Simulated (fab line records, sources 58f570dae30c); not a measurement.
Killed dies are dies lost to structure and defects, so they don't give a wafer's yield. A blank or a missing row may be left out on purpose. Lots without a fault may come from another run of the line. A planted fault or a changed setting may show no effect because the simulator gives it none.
Chamber matching | flow berkeley_cmos170 | UCB170_NWELL_ETCH_13 on rie_diel-01: 4 sister chambers
The step etches Si3N4 in CH3F/Ar/O2, stops on SiO2, target depth 246.4 nm, time 154 s. 4 wafers are shown with their chamber, then 6 later ones without.

WAFERS WITH THEIR CHAMBER
wafer  | chamber | drypump_motor_current_A (A)
L833.3 | 2       | 5.1
L836.4 | 3       | 5.5
L838.2 | 0       | 5.0
L838.5 | 1       | 6.4

WAFERS WITHOUT THEIR CHAMBER
wafer  | drypump_motor_current_A (A)
L838.6 | 5.0
L840.1 | 6.4
L840.3 | 5.0
L840.6 | 6.4
L845.1 | 5.1
L845.6 | 4.9

WHICH CHAMBER EACH WENT THROUGH
wafer  | from the rows above | in truth
L838.6 | 0                   | 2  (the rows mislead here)
L840.1 | 1                   | 1
L840.3 | 0                   | 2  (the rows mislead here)
L840.6 | 1                   | 1
L845.1 | 2                   | 2
L845.6 | 0                   | 0
Placed correctly: 4 of 6. Can't be placed from these rows: 0. Placed wrongly: 2.
How it was worked out, from the rows above alone: a wafer's distance from a chamber is the root of the sum, over the readings, of the square of ((its reading less the chamber's mean) divided by the reading's scatter). The wafer belongs to the nearest chamber; if the next one is less than 2 further off, it can't be placed. A chamber's mean is the mean of its shown wafers. The scatter: with one shown wafer a chamber, the root of the mean of the squares of how far each hidden wafer lies from its nearest shown one.
